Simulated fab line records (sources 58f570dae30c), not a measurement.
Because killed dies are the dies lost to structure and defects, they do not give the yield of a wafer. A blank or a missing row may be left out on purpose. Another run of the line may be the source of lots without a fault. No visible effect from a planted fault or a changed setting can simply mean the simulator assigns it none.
Commonality check across tools -- flow berkeleyCmos170 -- Sampled: 13 lots, 42 wafers

== WHAT PROMPTED THE OPENING ==
Of 13 lots, 1 have the reading NSD_TW flagged at UCB170_NSD_TW_MEAS_10. No-fault wafers: 4140, standard deviation 17.
Rule: a lot is flagged in two cases, either no wafer of it has a number, or all its wafers with numbers fall more than 4 standard deviations from that mean. As for the other lots, they are considered sound.

lot,measured,on,"NSD_TW, wafer by wafer",flag
L676,day 7 07:24,filmMetro-03,4171 4149 4173,
L677,day 8 13:23,filmMetro-04,4155 4131 4141,
L680,day 9 04:38,filmMetro-04,4159 4122 4152,
L683,day 9 11:03,filmMetro-02,4132 4156 4127,
L682,day 9 11:19,filmMetro-04,4127 4128 4111,
L684,day 9 11:28,filmMetro-03,4130 4129 4137,
L687,day 10 03:46,filmMetro-04,4132 4152 4135,
L693,day 11 10:28,filmMetro-02,30 29 30 30 30 30,FLAGGED
L692,day 11 10:43,filmMetro-03,4184 4171 4151,
L694,day 12 00:22,filmMetro-02,4134 4142 4143,
L697,day 12 00:39,filmMetro-04,4126 4166 4141,
L699,day 12 20:58,filmMetro-02,4126 4124 4142,
L698,day 14 02:46,filmMetro-03,4131 4150 4136,
Flagged lots average 30: -4110 relative to the usual, that is -99 or more standard deviations.

== LOT BY LOT: THE TOOL USED ==
Before the reading, the record contains 3 process steps out of a 331-step route. Read each cell as the tool, then ch plus the chambers that the sampled wafers visited, then the start.
lot,flag,UCB170_NVT_STRIP_08,UCB170_PSD_STRIP_09,UCB170_NSD_STRIP_09
L676,,"plasmaAsher-04 ch 0,1, day 6 01:40","plasmaAsher-02 ch 0,1, day 7 05:23","plasmaAsher-01 ch 0,1, day 7 07:18"
L677,,"plasmaAsher-02 ch 0,1, day 6 19:49","plasmaAsher-02 ch 0,1, day 8 07:55","plasmaAsher-02 ch 0,1, day 8 13:17"
L680,,"plasmaAsher-04 ch 0,1, day 7 14:46","plasmaAsher-01 ch 0,1, day 9 00:22","plasmaAsher-01 ch 0,1, day 9 04:32"
L683,,"plasmaAsher-03 ch 1, day 8 01:13","plasmaAsher-02 ch 1, day 9 06:37","plasmaAsher-02 ch 0,1, day 9 10:56"
L682,,"plasmaAsher-02 ch 0,1, day 8 01:07","plasmaAsher-04 ch 0,1, day 9 06:46","plasmaAsher-01 ch 0,1, day 9 11:13"
L684,,"plasmaAsher-04 ch 0,1, day 8 01:22","plasmaAsher-01 ch 0,1, day 9 06:32","plasmaAsher-03 ch 0,1, day 9 11:22"
L687,,"plasmaAsher-03 ch 0,1, day 8 20:10","plasmaAsher-04 ch 0,1, day 9 22:17","plasmaAsher-02 ch 0,1, day 10 03:40"
L693,FLAGGED,"plasmaAsher-03 ch 0,1, day 10 00:20","plasmaAsher-02 ch 0,1, day 11 04:41","plasmaAsher-03 ch 0,1, day 11 10:21"
L692,,"plasmaAsher-02 ch 0,1, day 10 00:29","plasmaAsher-04 ch 0,1, day 11 04:58","plasmaAsher-02 ch 0,1, day 11 10:38"
L694,,"plasmaAsher-02 ch 0,1, day 10 15:10","plasmaAsher-01 ch 0,1, day 11 22:22","plasmaAsher-01 ch 0,1, day 12 00:17"
L697,,"plasmaAsher-04 ch 0,1, day 10 14:59","plasmaAsher-04 ch 0,1, day 11 22:38","plasmaAsher-01 ch 0,1, day 12 00:34"
L699,,"plasmaAsher-03 ch 0,1, day 11 04:07","plasmaAsher-01 ch 0,1, day 12 19:12","plasmaAsher-03 ch 0,1, day 12 20:52"
L698,,"plasmaAsher-02 ch 0,1, day 12 02:37","plasmaAsher-04 ch 0,1, day 13 23:19","plasmaAsher-03 ch 0, day 14 02:40"
What these steps do:
- UCB170_NVT_STRIP_08: strips in O2.
- UCB170_PSD_STRIP_09: strips in O2.
- UCB170_NSD_STRIP_09: strips in O2.
- UCB170_NSD_TW_MEAS_10

== FLAGGED OVER TOTAL, TOOL BY TOOL (the gauges that took the reading come last) ==
step,tool,lots run,flagged,share of the flagged lots,sound lots run after its first flagged lot
UCB170_NVT_STRIP_08,plasmaAsher-02,5,0,none,-
UCB170_NVT_STRIP_08,plasmaAsher-03,4,1,all,1 (L699)
UCB170_NVT_STRIP_08,plasmaAsher-04,4,0,none,-
UCB170_PSD_STRIP_09,plasmaAsher-01,4,0,none,-
UCB170_PSD_STRIP_09,plasmaAsher-02,4,1,all,0
UCB170_PSD_STRIP_09,plasmaAsher-04,5,0,none,-
UCB170_NSD_STRIP_09,plasmaAsher-01,5,0,none,-
UCB170_NSD_STRIP_09,plasmaAsher-02,4,0,none,-
UCB170_NSD_STRIP_09,plasmaAsher-03,4,1,all,"2 (L699,L698)"
UCB170_NSD_TW_MEAS_10,filmMetro-02,4,1,all,"2 (L694,L699)"
UCB170_NSD_TW_MEAS_10,filmMetro-03,4,0,none,-
UCB170_NSD_TW_MEAS_10,filmMetro-04,5,0,none,-

== WHAT IS ALLOWED BY THE TABLE ==
4 rows of the table ran every flagged lot: plasmaAsher-03 at UCB170_NVT_STRIP_08, plasmaAsher-02 at UCB170_PSD_STRIP_09, plasmaAsher-03 at UCB170_NSD_STRIP_09, filmMetro-02 at UCB170_NSD_TW_MEAS_10.
- plasmaAsher-03 at UCB170_NVT_STRIP_08: 1 of its 4 lots flagged. Sound lots followed the first flagged one (L699) on it, something a lasting fault affecting the whole tool could not allow.
- plasmaAsher-02 at UCB170_PSD_STRIP_09: 1 of its 4 lots flagged. A fault beginning between L683 (day 9 06:37), its last sound lot, and L693 (day 11 04:41), its first flagged one, fits the data. Its own readings (oesProductAu) fall more than 4 standard deviations out on all wafers of the flagged lots.
- plasmaAsher-03 at UCB170_NSD_STRIP_09: 1 of its 4 lots flagged. Sound lots followed the first flagged one (L699, L698) on it, something a lasting fault affecting the whole tool could not allow. Its own readings (oesProductAu, stripTimeToEndpointS) fall more than 4 standard deviations out on all wafers of the flagged lots.
- filmMetro-02 at UCB170_NSD_TW_MEAS_10: 1 of its 4 lots flagged. Sound lots followed the first flagged one (L694, L699) on it, something a lasting fault affecting the whole tool could not allow.
Left over: one tool, plasmaAsher-02 at UCB170_PSD_STRIP_09.

== WHAT WAS PUT IN BY THE SIMULATOR ==
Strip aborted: plasmaAsher-02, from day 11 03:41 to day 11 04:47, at UCB170_PSD_STRIP_09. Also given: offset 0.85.
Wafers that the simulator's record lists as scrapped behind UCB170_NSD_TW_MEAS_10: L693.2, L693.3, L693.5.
Shown lots that were struck: L693. This agrees with what the rule above found.
